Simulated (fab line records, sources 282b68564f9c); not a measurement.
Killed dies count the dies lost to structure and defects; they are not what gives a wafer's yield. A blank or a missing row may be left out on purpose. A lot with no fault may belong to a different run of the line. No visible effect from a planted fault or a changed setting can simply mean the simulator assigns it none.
fab line records ; flow rit-cmos
record lots=6; wafers=18; last-day=6
route steps=202 shown NLDD@110 PLDD@114 SPACER@126 NSD@131 PSD@142 M1@202
lots untouched by any fault: they come from a run of this same line in which no faults occurred
start-h: hours from the record's opening day to when the first of the lot's shown wafers began ; wait-h: hours elapsed since this lot's preceding step ; " same as the row above ; L1.1+2: a row that stands for several wafers ; - either no value or no given start ; * or withheld: withheld ; < > ~ a bound
route shown NAME@n: names a module that has steps shown in the file, with the first one's number in the route ; usual: mean/standard deviation taken from wafers without a fault ; same: alike in all rows ; chamber/n: place in a boat ; sites: the reading at each site ; _std_site: standard deviation of those values ; _edge_site: the outer-site mean with the inner-site mean subtracted ; radius-mm: for every site, how far away it sits from the centre of the wafer ; mask NAME#n: copy n ; behind: the most recent tool/chamber to have shaped the wafer ; hold: why the lot went on hold/how many hours it stayed there/how the hold came to an end ; device: whichever transistor did not switch (one of n, p or np) ; end of line: at the end of the route, the tests of the same wafers ; a step without rows: its recipe alone ; killed: the dies lost at the first sort to structure and to defects; this is not the yield of the wafer ; map: a wafer's dies, x killed, . not, _ none there
set.NAME: the run value of the setting; set.NAME@STEP: its run value at that earlier step ; model.NAME: the simulator's own value behind a step, which no gauge read
certain route steps with their lots: each step a table, each wafer a row
services: the hour from which a tool's chamber was out of use, counted from the record's first day as start-h (under 0 if before that day), plus the number of hours and why
## steps
# step RIT_NLDD_HARDBAKE_07
# recipe resist=NOVOLAK; temp-c=140; time-s=60
# step RIT_NLDD_IMPLANT_08
# recipe species=P; energy-kev=20; dose-cm2=5e+14; tilt-deg=7
# step RIT_NLDD_STRIP_09
# recipe chemistry=O2; time-s=180; resist=NOVOLAK; platen-temp-c=withheld; power-w=500; pressure-mtorr=4000; o2-flow-sccm=4000
# usual drypump-motor-current-A=5.47/0.28; rf-refl-power-W=7.4/1.7
lot.wafer;tool;chamber;start-h;wait-h;drypump-motor-current-A;rf-hours-counter-h;rf-refl-power-W
L411.3;plasma-asher-02;1;57.20;0.1;5.53;-;6.0
L411.4;plasma-asher-02;0;57.20;0.1;5.65;-;4.9
L411.5;plasma-asher-02;1;57.20;0.1;5.53;-;6.0
L417.2;plasma-asher-04;1;87.57;0.1;5.05;50;7.2
L417.3;plasma-asher-04;0;87.57;0.1;5.43;-;7.6
L417.6;plasma-asher-04;0;87.57;0.1;5.45;-;7.9
L421.1;plasma-asher-04;0;105.96;0.1;5.42;52;7.9
L421.3;plasma-asher-04;0;105.96;0.1;5.43;-;7.7
L421.6;plasma-asher-04;0;105.96;0.1;5.44;-;7.8
L422.1;plasma-asher-04;1;112.32;0.1;5.04;53;7.0
L422.4;plasma-asher-04;1;112.32;0.1;5.03;-;7.1
L422.5;plasma-asher-04;0;112.32;0.1;5.42;-;7.6
L423.2;plasma-asher-03;0;116.34;0.1;5.95;48;9.2
L423.3;plasma-asher-03;1;116.34;0.1;5.45;-;9.6
L423.5;plasma-asher-03;1;116.34;0.1;5.46;-;9.9
L424.1;plasma-asher-03;0;121.59;0.1;5.97;49;9.7
L424.5;plasma-asher-03;0;121.59;0.1;5.95;-;9.4
L424.6;plasma-asher-03;1;121.59;0.1;5.45;-;9.4
# step RIT_NLDD_TW_MEAS_10
# usual NLDD_TW=2470/12
lot.wafer;tool;chamber;start-h;wait-h;NLDD_TW
L411.3;film-metro-04;-;57.33;0.1;2472
L411.4;film-metro-04;-;57.33;0.1;2477
L411.5;film-metro-04;-;57.33;0.1;2468
L417.2;film-metro-04;-;87.76;0.1;2458
L417.3;film-metro-04;-;87.76;0.1;2460
L417.6;film-metro-04;-;87.76;0.1;2465
L421.1;film-metro-04;-;106.13;0.1;2477
L421.3;film-metro-04;-;106.13;0.1;2457
L421.6;film-metro-04;-;106.13;0.1;2472
L422.1;film-metro-02;-;112.50;0.1;2472
L422.4;film-metro-02;-;112.50;0.1;2464
L422.5;film-metro-02;-;112.50;0.1;2468
L423.2;film-metro-04;-;116.52;0.1;2475
L423.3;film-metro-04;-;116.52;0.1;2471
L423.5;film-metro-04;-;116.52;0.1;2473
L424.1;film-metro-04;-;121.76;0.1;2460
L424.5;film-metro-04;-;121.76;0.1;2455
L424.6;film-metro-04;-;121.76;0.1;2464
# step RIT_PLDD_HMDS_00
# recipe prime-time-s=60; prime-temp-c=140
# step RIT_PLDD_COAT_01
# recipe resist=NOVOLAK; spin-rpm=3250; resist-thk-nm=1013
# step RIT_PLDD_SOFTBAKE_02
# recipe resist=NOVOLAK; temp-c=90; time-s=60
# step RIT_PLDD_EXPOSE_03
# recipe mask-id=M8; na=0.57; target-cd-nm=40900; dose-mj=250
# step RIT_PLDD_PEB_04
# recipe resist=NOVOLAK; temp-c=withheld; time-s=withheld
# step RIT_PLDD_DEVELOP_05
# recipe resist=NOVOLAK; develop-time-s=50; dev-temp-c=23
# step RIT_PLDD_OVL_MEAS_06
# usual PLDD_OVL=-0.7/1.4
lot.wafer;tool;chamber;start-h;wait-h;PLDD_OVL[nm]
L411.3;overlay-01;-;58.36;-;-2.5
L411.4;overlay-01;-;58.36;-;-3.5
L411.5;overlay-01;-;58.36;-;-3.5
L417.2;overlay-02;-;88.79;-;-1.6
L417.3;overlay-02;-;88.79;-;-0.7
L417.6;overlay-02;-;88.79;-;-0.8
L421.1;overlay-01;-;107.17;-;0.5
L421.3;overlay-01;-;107.17;-;-0.3
L421.6;overlay-01;-;107.17;-;0.5
L422.1;overlay-01;-;113.53;-;0.2
L422.4;overlay-01;-;113.53;-;-1.1
L422.5;overlay-01;-;113.53;-;-1.8
L423.2;overlay-02;-;117.43;-;0.7
L423.3;overlay-02;-;117.43;-;-0.8
L423.5;overlay-02;-;117.43;-;0.2
L424.1;overlay-02;-;122.80;-;-3.3
L424.5;overlay-02;-;122.80;-;-2.8
L424.6;overlay-02;-;122.80;-;-0.8
# step RIT_PLDD_HARDBAKE_07
# recipe resist=NOVOLAK; temp-c=140; time-s=60
# step RIT_PLDD_IMPLANT_08
# recipe species=BF2; energy-kev=20; dose-cm2=9e+14; tilt-deg=7
# usual beam-on-s=10.01/0.21; dose-ions-cm2=9.002e+14/9.2e+11; end-station-pressure-torr=7.2e-06/3.6e-07; faraday-current-uA=2820/59
lot.wafer;tool;chamber;start-h;wait-h;beam-on-s;dose-ions-cm2;end-station-pressure-torr;faraday-current-uA
L411.3;implanter-03;0;58.70;0.1;10.08;9.022e+14;7.2e-06;2807
L411.4;implanter-03;0;58.70;0.1;10.26;8.999e+14;7.6e-06;2753
L411.5;implanter-03;0;58.70;0.1;10.12;9.008e+14;7.1e-06;2793
L417.2;implanter-03;0;88.99;0.1;9.75;8.982e+14;7.3e-06;2900
L417.3;implanter-03;0;88.99;0.1;9.99;8.976e+14;7.4e-06;2825
L417.6;implanter-03;0;88.99;0.1;9.85;8.995e+14;7e-06;2870
L421.1;implanter-01;0;107.35;0.1;9.69;8.99e+14;6.8e-06;2899
L421.3;implanter-01;0;107.35;0.1;10.25;8.99e+14;7.3e-06;2745
L421.6;implanter-01;0;107.35;0.1;10.18;8.991e+14;7.5e-06;2768
L422.1;implanter-03;0;113.72;0.1;9.81;4.133e+14;6.3e-06;1325
L422.4;implanter-03;0;113.72;0.1;9.98;4.117e+14;5.8e-06;1304
L422.5;implanter-03;0;113.72;0.1;10.16;4.145e+14;6.1e-06;1282
L423.2;implanter-03;0;117.63;0.1;10.04;4.145e+14;5.4e-06;1295
L423.3;implanter-03;0;117.63;0.1;10.17;4.132e+14;6.4e-06;1277
L423.5;implanter-03;0;117.63;0.1;10.33;4.137e+14;5.9e-06;1257
L424.1;implanter-02;0;122.98;0.1;9.77;9.014e+14;7.1e-06;2884
L424.5;implanter-02;0;122.98;0.1;9.92;8.994e+14;7.4e-06;2835
L424.6;implanter-02;0;122.98;0.1;9.88;8.995e+14;7.6e-06;2840
# step RIT_PLDD_STRIP_09
# recipe chemistry=O2; time-s=180; resist=NOVOLAK; platen-temp-c=withheld; power-w=500; pressure-mtorr=4000; o2-flow-sccm=4000
# usual drypump-motor-current-A=5.70/0.22; rf-refl-power-W=6.8/2
lot.wafer;tool;chamber;start-h;wait-h;drypump-motor-current-A;rf-hours-counter-h;rf-refl-power-W
L411.3;plasma-asher-02;0;58.86;0.1;5.60;-;4.8
L411.4;plasma-asher-02;1;58.86;0.1;5.54;-;6.2
L411.5;plasma-asher-02;0;58.86;0.1;5.58;-;4.9
L417.2;plasma-asher-02;0;89.12;0.1;5.63;37;4.9
L417.3;plasma-asher-02;1;89.12;0.1;5.55;-;5.8
L417.6;plasma-asher-02;1;89.12;0.1;5.55;-;5.6
L421.1;plasma-asher-02;1;107.50;0.1;5.55;40;5.7
L421.3;plasma-asher-02;0;107.50;0.1;5.62;-;4.7
L421.6;plasma-asher-02;0;107.50;0.1;5.60;-;4.9
L422.1;plasma-asher-03;0;113.87;0.1;5.96;48;9.5
L422.4;plasma-asher-03;0;113.87;0.1;5.92;-;9.4
L422.5;plasma-asher-03;1;113.87;0.1;5.47;-;9.7
L423.2;plasma-asher-02;1;117.76;0.1;5.53;0;6.0
L423.3;plasma-asher-02;0;117.76;0.1;5.64;-;5.0
L423.5;plasma-asher-02;1;117.76;0.1;5.56;-;5.7
L424.1;plasma-asher-01;1;123.13;0.1;5.75;36;5.6
L424.5;plasma-asher-01;0;123.13;0.1;6.19;-;9.1
L424.6;plasma-asher-01;1;123.13;0.1;5.73;-;5.8
# step RIT_PLDD_TW_MEAS_10
# usual PLDD_TW=2330/12
lot.wafer;tool;chamber;start-h;wait-h;hold;PLDD_TW
L411.3;film-metro-02;-;59.00;0.1;-;2332
L411.4;film-metro-02;-;59.00;0.1;-;2313
L411.5;film-metro-02;-;59.00;0.1;-;2328
L417.2;film-metro-04;-;89.30;0.1;-;2318
L417.3;film-metro-04;-;89.30;0.1;-;2327
L417.6;film-metro-04;-;89.30;0.1;-;2314
L421.1;film-metro-03;-;107.68;0.1;-;2364
L421.3;film-metro-03;-;107.68;0.1;-;2352
L421.6;film-metro-03;-;107.68;0.1;-;2335
L422.1;film-metro-02;-;114.04;0.1;await-dispo/0.2h/release;1888
L422.4;film-metro-02;-;114.04;0.1;await-dispo/0.2h/release;1887
L422.5;film-metro-02;-;114.04;0.1;await-dispo/0.2h/release;1907
L422.1;film-metro-02;-;114.27;0.2;-;1888
L422.4;film-metro-02;-;114.27;0.2;-;1892
L422.5;film-metro-02;-;114.27;0.2;-;1896
L423.2;film-metro-04;-;117.94;0.1;await-dispo/0.2h/release;1872
L423.3;film-metro-04;-;117.94;0.1;await-dispo/0.2h/release;1889
L423.5;film-metro-04;-;117.94;0.1;await-dispo/0.2h/release;1890
L423.2;film-metro-04;-;118.17;0.2;-;1885
L423.3;film-metro-04;-;118.17;0.2;-;1888
L423.5;film-metro-04;-;118.17;0.2;-;1884
L424.1;film-metro-02;-;123.31;0.1;-;2337
L424.5;film-metro-02;-;123.31;0.1;-;2336
L424.6;film-metro-02;-;123.31;0.1;-;2330
# step RIT_SPACER_CLEAN_01
# recipe chemistry=dHF; dilution=50:1; time-s=30
# step RIT_SPACER_CLEAN_02
# recipe chemistry=SC2; mix=3:3:50; time-s=600; temp-c=75; dry=n2-spin
# step RIT_SPACER_CVD_03
# recipe material=Si3N4; target-thk-nm=250; temp-c=810; precursor=SiH2Cl2/NH3; time-s=3300; pressure-mtorr=300; sih2cl2-flow-sccm=60; nh3-flow-sccm=150
# step RIT_SPACER_THK_MEAS_04
# recipe reads=Si3N4_of_SPACER_CVD_03
# usual SPACER_NITRIDE_THK=250.5/2
lot.wafer;tool;chamber;start-h;wait-h;SPACER_NITRIDE_THK[nm]
L411.3;film-metro-01;-;61.34;0.0;249.4
L411.4;film-metro-01;-;61.34;0.0;247.1
L411.5;film-metro-01;-;61.34;0.0;248.9
L417.2;film-metro-02;-;91.65;0.0;254.3
L417.3;film-metro-02;-;91.65;0.0;252.1
L417.6;film-metro-02;-;91.65;0.0;252.4
L421.1;film-metro-04;-;110.08;0.1;252.4
L421.3;film-metro-04;-;110.08;0.1;252.2
L421.6;film-metro-04;-;110.08;0.1;253.1
L422.1;film-metro-01;-;119.03;0.0;251.2
L422.4;film-metro-01;-;119.03;0.0;250.5
L422.5;film-metro-01;-;119.03;0.0;248.4
L424.1;film-metro-02;-;125.65;0.0;251.1
L424.5;film-metro-02;-;125.65;0.0;248.8
L424.6;film-metro-02;-;125.65;0.0;249.5
L423.2;film-metro-01;-;132.61;0.0;250.7
L423.3;film-metro-01;-;132.61;0.0;250.6
L423.5;film-metro-01;-;132.61;0.0;250.1
# step RIT_SPACER_ETCHBACK_05
# recipe target-depth-a=2500; SF6_flow_sccm=30; CHF3_flow_sccm=30; target=Si3N4; chemistry=SF6/CHF3; pressure-mtorr=40; rf-w=250; time-s=230.9; stop-on=SiO2
# usual drypump-motor-current-A=5.8/0.43; oes-product-au=0.869/0.016; throttle-valve-pct=10.29/0.12
lot.wafer;tool;chamber;start-h;wait-h;drypump-motor-current-A;oes-product-au;rf-hours-counter-h;throttle-valve-pct
L411.3;rie-diel-03;2;61.38;0.0;6.1;0.892;137;10.25
L411.4;rie-diel-03;1;61.38;0.0;6.0;0.848;58;10.20
L411.5;rie-diel-03;1;61.38;0.0;6.1;0.861;-;10.20
L417.2;rie-diel-01;1;91.70;0.0;6.6;0.882;7;10.08
L417.3;rie-diel-01;2;91.70;0.0;5.7;0.895;56;10.40
L417.6;rie-diel-01;0;91.70;0.0;5.5;0.879;-;10.32
L421.1;rie-diel-03;1;110.14;0.1;6.0;0.856;59;10.21
L421.3;rie-diel-03;3;110.14;0.1;5.8;0.868;66;10.20
L421.6;rie-diel-03;0;110.14;0.1;5.3;0.858;-;10.41
L422.1;rie-diel-03;1;119.09;0.1;6.1;0.865;59;10.22
L422.4;rie-diel-03;3;119.09;0.1;5.9;0.862;67;10.20
L422.5;rie-diel-03;0;119.09;0.1;5.3;0.836;-;10.39
L424.1;rie-diel-02;2;125.71;0.1;5.6;0.855;59;10.28
L424.5;rie-diel-02;0;125.71;0.1;5.3;0.839;-;10.35
L424.6;rie-diel-02;3;125.71;0.1;6.0;0.875;-;10.47
L423.2;rie-diel-02;1;132.66;0.0;4.9;0.881;151;10.21
L423.3;rie-diel-02;0;132.66;0.0;5.3;0.845;6;10.35
L423.5;rie-diel-02;1;132.66;0.0;4.9;0.884;-;10.22
# step RIT_NSD_HMDS_00
# recipe prime-time-s=60; prime-temp-c=140
# step RIT_NSD_COAT_01
# recipe resist=NOVOLAK; spin-rpm=3250; resist-thk-nm=1000
# step RIT_NSD_SOFTBAKE_02
# recipe resist=NOVOLAK; temp-c=90; time-s=60
# step RIT_NSD_EXPOSE_03
# recipe mask-id=M9; na=0.57; target-cd-nm=40700; dose-mj=250
# step RIT_NSD_PEB_04
# recipe resist=NOVOLAK; temp-c=withheld; time-s=withheld
# step RIT_NSD_DEVELOP_05
# recipe resist=NOVOLAK; develop-time-s=50; dev-temp-c=23
# step RIT_NSD_OVL_MEAS_06
# usual NSD_OVL=-1.5/2
lot.wafer;tool;chamber;start-h;wait-h;NSD_OVL[nm]
L411.3;overlay-01;-;62.52;-;0.3
L411.4;overlay-01;-;62.52;-;0.0
L411.5;overlay-01;-;62.52;-;-1.7
L417.2;overlay-02;-;92.70;-;-3.5
L417.3;overlay-02;-;92.70;-;-3.7
L417.6;overlay-02;-;92.70;-;-3.6
L421.1;overlay-02;-;111.48;-;1.6
L421.3;overlay-02;-;111.48;-;0.1
L421.6;overlay-02;-;111.48;-;1.2
L422.1;overlay-01;-;120.20;-;-1.2
L422.4;overlay-01;-;120.20;-;-0.7
L422.5;overlay-01;-;120.20;-;-0.2
L424.1;overlay-02;-;126.72;-;-1.6
L424.5;overlay-02;-;126.72;-;0.7
L424.6;overlay-02;-;126.72;-;-0.6
L423.2;overlay-02;-;133.67;-;0.9
L423.3;overlay-02;-;133.67;-;0.0
L423.5;overlay-02;-;133.67;-;0.3
# step RIT_NSD_HARDBAKE_07
# recipe resist=NOVOLAK; temp-c=140; time-s=60
# step RIT_NSD_IMPLANT_08
# recipe species=P; energy-kev=25; dose-cm2=1e+15; tilt-deg=7
# step RIT_NSD_STRIP_09
# recipe chemistry=O2; time-s=180; resist=NOVOLAK; platen-temp-c=withheld; power-w=500; pressure-mtorr=4000; o2-flow-sccm=4000
# usual drypump-motor-current-A=5.6/0.4; rf-refl-power-W=7.9/1.6
lot.wafer;tool;chamber;start-h;wait-h;drypump-motor-current-A;rf-hours-counter-h;rf-refl-power-W
L411.3;plasma-asher-01;1;62.90;0.1;5.8;-;5.7
L411.4;plasma-asher-01;0;62.90;0.1;6.2;-;9.8
L411.5;plasma-asher-01;0;62.90;0.1;6.2;-;9.5
L417.2;plasma-asher-04;1;93.03;0.1;5.1;50;7.2
L417.3;plasma-asher-04;1;93.03;0.1;5.0;-;6.9
L417.6;plasma-asher-04;0;93.03;0.1;5.4;-;7.8
L421.1;plasma-asher-04;1;111.81;0.1;5.0;53;7.0
L421.3;plasma-asher-04;1;111.81;0.1;5.0;-;7.1
L421.6;plasma-asher-04;0;111.81;0.1;5.4;-;7.4
L422.1;plasma-asher-01;0;120.54;0.1;6.2;35;9.5
L422.4;plasma-asher-01;0;120.54;0.1;6.2;-;9.8
L422.5;plasma-asher-01;0;120.54;0.1;6.2;-;9.8
L424.1;plasma-asher-04;0;127.09;0.1;5.4;55;7.7
L424.5;plasma-asher-04;1;127.09;0.1;5.1;-;7.4
L424.6;plasma-asher-04;0;127.09;0.1;5.4;-;7.6
L423.2;plasma-asher-04;1;134.00;0.1;5.0;54;7.0
L423.3;plasma-asher-04;0;134.00;0.1;5.4;-;7.8
L423.5;plasma-asher-04;1;134.00;0.1;5.1;-;7.2
# step RIT_NSD_TW_MEAS_10
# usual NSD_TW=3100/16
lot.wafer;tool;chamber;start-h;wait-h;NSD_TW
L411.3;film-metro-02;-;63.04;0.1;3100
L411.4;film-metro-02;-;63.04;0.1;3108
L411.5;film-metro-02;-;63.04;0.1;3102
L417.2;film-metro-03;-;93.22;0.1;3112
L417.3;film-metro-03;-;93.22;0.1;3109
L417.6;film-metro-03;-;93.22;0.1;3109
L421.1;film-metro-03;-;111.99;0.1;3104
L421.3;film-metro-03;-;111.99;0.1;3116
L421.6;film-metro-03;-;111.99;0.1;3108
L422.1;film-metro-03;-;120.71;0.1;3097
L422.4;film-metro-03;-;120.71;0.1;3102
L422.5;film-metro-03;-;120.71;0.1;3091
L424.1;film-metro-03;-;127.26;0.1;3094
L424.5;film-metro-03;-;127.26;0.1;3105
L424.6;film-metro-03;-;127.26;0.1;3103
L423.2;film-metro-03;-;134.19;0.1;3109
L423.3;film-metro-03;-;134.19;0.1;3112
L423.5;film-metro-03;-;134.19;0.1;3097
# step RIT_PSD_HMDS_00
# recipe prime-time-s=60; prime-temp-c=140
# step RIT_PSD_COAT_01
# recipe resist=NOVOLAK; spin-rpm=3318; resist-thk-nm=1000
# step RIT_PSD_SOFTBAKE_02
# recipe resist=NOVOLAK; temp-c=90; time-s=60
# step RIT_PSD_EXPOSE_03
# recipe mask-id=M10; na=0.57; target-cd-nm=40900; dose-mj=250
# step RIT_PSD_PEB_04
# recipe resist=NOVOLAK; temp-c=withheld; time-s=withheld
# step RIT_PSD_DEVELOP_05
# recipe resist=NOVOLAK; develop-time-s=50; dev-temp-c=23
# step RIT_PSD_OVL_MEAS_06
# usual PSD_OVL=-0.6/1.1
lot.wafer;tool;chamber;start-h;wait-h;PSD_OVL[nm]
L411.3;overlay-02;-;64.07;-;-1.4
L411.4;overlay-02;-;64.07;-;1.4
L411.5;overlay-02;-;64.07;-;0.9
L417.2;overlay-01;-;94.25;-;0.3
L417.3;overlay-01;-;94.25;-;0.1
L417.6;overlay-01;-;94.25;-;-1.3
L421.1;overlay-02;-;113.02;-;-3.1
L421.3;overlay-02;-;113.02;-;-1.2
L421.6;overlay-02;-;113.02;-;-1.7
L422.1;overlay-02;-;122.03;-;-0.9
L422.4;overlay-02;-;122.03;-;-2.1
L422.5;overlay-02;-;122.03;-;-0.4
L424.1;overlay-01;-;128.17;-;-1.8
L424.5;overlay-01;-;128.17;-;-0.5
L424.6;overlay-01;-;128.17;-;-2.2
L423.2;overlay-01;-;135.09;-;0.6
L423.3;overlay-01;-;135.09;-;0.1
L423.5;overlay-01;-;135.09;-;0.9
# step RIT_PSD_HARDBAKE_07
# recipe resist=NOVOLAK; temp-c=139.5; time-s=60
# step RIT_PSD_IMPLANT_08
# recipe species=BF2; energy-kev=27; dose-cm2=5e+15; tilt-deg=7
# step RIT_PSD_STRIP_09
# recipe chemistry=O2; time-s=180; resist=NOVOLAK; platen-temp-c=withheld; power-w=500; pressure-mtorr=4000; o2-flow-sccm=4000
# usual drypump-motor-current-A=5.7/0.35; rf-refl-power-W=7.0/1.8
lot.wafer;tool;chamber;start-h;wait-h;drypump-motor-current-A;rf-hours-counter-h;rf-refl-power-W
L411.3;plasma-asher-01;0;64.45;0.1;6.2;-;9.7
L411.4;plasma-asher-01;1;64.45;0.1;5.7;-;5.9
L411.5;plasma-asher-01;0;64.45;0.1;6.2;-;9.9
L417.2;plasma-asher-01;1;94.58;0.1;5.8;32;5.6
L417.3;plasma-asher-01;1;94.58;0.1;5.7;-;5.8
L417.6;plasma-asher-01;1;94.58;0.1;5.7;-;6.0
L421.1;plasma-asher-01;0;113.36;0.1;6.2;35;9.9
L421.3;plasma-asher-01;0;113.36;0.1;6.2;-;9.7
L421.6;plasma-asher-01;1;113.36;0.1;5.7;-;5.8
L422.1;plasma-asher-04;1;122.76;0.3;5.1;54;7.1
L422.4;plasma-asher-04;0;122.76;0.3;5.4;-;7.6
L422.5;plasma-asher-04;1;122.76;0.3;5.0;-;7.3
L424.1;plasma-asher-01;1;128.51;0.1;5.8;36;5.5
L424.5;plasma-asher-01;0;128.51;0.1;6.2;-;9.9
L424.6;plasma-asher-01;1;128.51;0.1;5.7;-;5.7
L423.2;plasma-asher-02;0;135.42;0.1;5.6;1;4.7
L423.3;plasma-asher-02;1;135.42;0.1;5.5;-;5.4
L423.5;plasma-asher-02;1;135.42;0.1;5.5;-;5.6
# step RIT_SDANNEAL_RS_MEAS_06
# recipe thk-meas-gauge=four-point-probe
# usual PLDD_RS=178.8/0.47
lot.wafer;tool;chamber;start-h;wait-h;hold;PLDD_RS[ohm/sq]
L411.3;film-metro-02;-;65.39;0.1;-;179.6
L411.4;film-metro-02;-;65.39;0.1;-;179.0
L411.5;film-metro-02;-;65.39;0.1;-;178.9
L417.2;film-metro-04;-;95.50;0.1;-;178.4
L417.3;film-metro-04;-;95.50;0.1;-;178.2
L417.6;film-metro-04;-;95.50;0.1;-;178.6
L421.1;film-metro-03;-;114.29;0.1;-;178.0
L421.3;film-metro-03;-;114.29;0.1;-;177.6
L421.6;film-metro-03;-;114.29;0.1;-;178.4
L422.1;film-metro-02;-;123.68;0.1;await-dispo/0.2h/release;294.3
L422.4;film-metro-02;-;123.68;0.1;await-dispo/0.2h/release;294.0
L422.5;film-metro-02;-;123.68;0.1;await-dispo/0.2h/release;294.7
L422.1;film-metro-02;-;123.97;0.3;-;294.3
L422.4;film-metro-02;-;123.97;0.3;-;293.9
L422.5;film-metro-02;-;123.97;0.3;-;294.5
L424.1;film-metro-02;-;129.41;0.1;-;178.9
L424.5;film-metro-02;-;129.41;0.1;-;179.7
L424.6;film-metro-02;-;129.41;0.1;-;179.2
L423.2;film-metro-04;-;136.34;0.1;await-dispo/0.2h/release;299.9
L423.3;film-metro-04;-;136.34;0.1;await-dispo/0.2h/release;298.9
L423.5;film-metro-04;-;136.34;0.1;await-dispo/0.2h/release;300.0
L423.2;film-metro-04;-;136.63;0.3;-;299.3
L423.3;film-metro-04;-;136.63;0.3;-;298.2
L423.5;film-metro-04;-;136.63;0.3;-;299.7
# step RIT_M1_PROBE_99
# usual defect-limited-yield=97.5/1.2; killed-at-contacts=0.1/0.24; killed-at-front-end=7/3; killed-dies=7/3; killed-open=3.2/1.8; killed-short=3.5/2.1; sort_bin_3_pad_short=0.1/0.2; sort_bin_5_function=1.5/0.92; sort_bin_6_memory=0.9/0.6; sort-n-pass=257/3; sort-yield-pct=97.5/1.2
# same gross-dies=264; killed_at_M0_to_M3=0; killed_at_M4_up=0; killed-at-back-side=0; killed-at-other=0
lot.wafer;tool;chamber;start-h;wait-h;defect-limited-yield[%];killed-at-contacts;killed-at-front-end;killed-dies;killed-open;killed-short;sort_bin_3_pad_short[%];sort_bin_5_function[%];sort_bin_6_memory[%];sort-n-pass;sort-yield-pct[%]
L411.3;prober-02;-;73.06;0.2;98.5;0;4;4;1;3;0;0.8;0.8;260;98.5
L411.4;prober-02;-;73.11;0.2;97.3;0;7;7;5;2;0;1.9;0.8;257;97.3
L411.5;prober-02;-;73.16;0.2;97.7;1;5;6;1;5;0.4;1.5;0.4;258;97.7
L417.2;prober-01;-;102.71;0.1;98.9;0;3;3;1;2;0;1.1;0;261;98.9
L417.3;prober-01;-;102.76;0.2;95.8;0;11;11;5;6;0.4;1.9;1.9;253;95.8
L417.6;prober-01;-;102.91;0.2;97.0;0;8;8;6;2;0;1.1;1.9;256;97.0
L421.1;prober-01;-;121.46;0.1;97.7;0;6;6;1;5;0;0.4;1.9;258;97.7
L421.3;prober-01;-;121.56;0.2;98.5;0;4;4;2;2;0;1.5;0;260;98.5
L421.6;prober-01;-;121.71;0.2;95.8;0;11;11;5;6;0.4;1.9;1.9;253;95.8
L424.1;prober-02;-;139.31;0.1;98.5;0;4;4;2;2;0;1.5;0;260;98.5
L424.5;prober-02;-;139.51;0.2;97.3;0;7;7;5;2;0;1.5;1.1;257;97.3
L424.6;prober-02;-;139.56;0.2;98.5;0;4;4;1;3;0.4;0.4;0.8;260;98.5
# killed by level:class
L411.3 GATE:geometric-particle:short=1 REOX:geometric-particle:short=1 SPACER:geometric-particle:short=1 SILICIDE:geometric-particle:open=1
L411.4 REOX:geometric-particle:open=2 FOX1:geometric-particle:open=1 FOX1:geometric-particle:short=1 GATE:geometric-particle:open=1 SILICIDE:geometric-particle:short=1 SILICIDE:geometric-particle:open=1
L411.5 REOX:geometric-particle:short=2 GATE:geometric-particle:short=1 SILICIDE:geometric-particle:short=1 SILICIDE:geometric-particle:open=1 CONTACT:geometric-particle:short=1
L417.2 GATE:geometric-particle:short=2 SPACER:geometric-particle:open=1
L417.3 GATE:geometric-particle:short=4 GATE:geometric-particle:open=3 SILICIDE:geometric-particle:open=2 FOX1:geometric-particle:short=1 SPACER:geometric-particle:short=1
L417.6 GATE:geometric-particle:open=3 FOX2:geometric-particle:open=2 FOX1:geometric-particle:short=1 SPACER:geometric-particle:open=1 SILICIDE:geometric-particle:short=1
L421.1 GATE:geometric-particle:short=2 FOX1:geometric-particle:open=1 REOX:geometric-particle:short=1 SPACER:geometric-particle:short=1 SILICIDE:geometric-particle:short=1
L421.3 GATE:geometric-particle:open=1 GATE:geometric-particle:short=1 SPACER:geometric-particle:short=1 SPACER:geometric-particle:open=1
L421.6 FOX1:geometric-particle:short=2 FOX1:geometric-particle:open=2 GATE:geometric-particle:short=2 REOX:geometric-particle:open=2 GATE:geometric-particle:open=1 REOX:geometric-particle:short=1 SILICIDE:geometric-particle:short=1
L424.1 FOX1:geometric-particle:short=1 FOX2:geometric-particle:open=1 GATE:geometric-particle:short=1 SILICIDE:geometric-particle:open=1
L424.5 FOX1:geometric-particle:open=2 REOX:geometric-particle:open=2 FOX1:geometric-particle:short=1 REOX:geometric-particle:short=1 SILICIDE:geometric-particle:open=1
L424.6 SILICIDE:geometric-particle:short=2 GATE:geometric-particle:open=1 REOX:geometric-particle:short=1
## services
tool;chamber;start-h;hours;kind
implanter-01;-;44.91;1.5;repair
rie-diel-02;1;58.30;5.1;repair
plasma-asher-03;-;60.21;2.8;pm
implanter-01;-;78.50;6.1;repair
plasma-asher-03;-;81.50;28.1;pm
rie-diel-03;1;82.04;5.8;repair
implanter-03;-;82.41;4.7;pm
rie-diel-02;1;90.58;3.9;repair
implanter-01;-;97.13;8.4;repair
rie-diel-02;2;104.33;14.5;repair
rie-diel-01;-;107.19;14.6;pm
implanter-02;-;108.31;6.9;repair
plasma-asher-02;-;108.75;9.0;pm
plasma-asher-02;0;108.75;9.0;vent-cycle
plasma-asher-02;1;108.75;9.0;vent-cycle
plasma-asher-02;0;117.75;-;clean
plasma-asher-02;1;117.75;-;clean
rie-diel-01;-;122.60;1.5;repair
rie-diel-02;0;128.17;2.4;repair
implanter-03;-;129.79;1.3;repair
plasma-asher-03;-;131.59;9.1;repair
## key
first-sign step=RIT_PLDD_IMPLANT_08; reading=dose-ions-cm2; direction=down; sigmas=99+; usual=9.002e+14; struck=4.135e+14
effect step=RIT_PLDD_IMPLANT_08; reading=faraday-current-uA; direction=down; sigmas=26; usual=2820; struck=1290
effect step=RIT_PLDD_TW_MEAS_10; reading=visit; direction=added
effect step=RIT_PLDD_TW_MEAS_10; reading=PLDD_TW; direction=down; sigmas=36; usual=2330; struck=1889
effect step=RIT_SDANNEAL_RS_MEAS_06; reading=PLDD_RS; direction=up; sigmas=99+; usual=178.8; struck=297.0
met-at RIT_PLDD_IMPLANT_08
struck-wafers L422.1,L422.4,L422.5,L423.2,L423.3,L423.5
scrapped-behind RIT_SDANNEAL_RS_MEAS_06 L422.1,L422.4,L422.5,L423.2,L423.3,L423.5
onset-between 88.99 113.72
fault kind=process-parameter-drift; tool=implanter-03; chamber=-; onset-h=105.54; steps=RIT_PLDD_IMPLANT_08; channel=dose-cm2; offset=-4.8612e+14; shape=step; end-h=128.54; acts-in=these-recipes-only; stated=9e+14
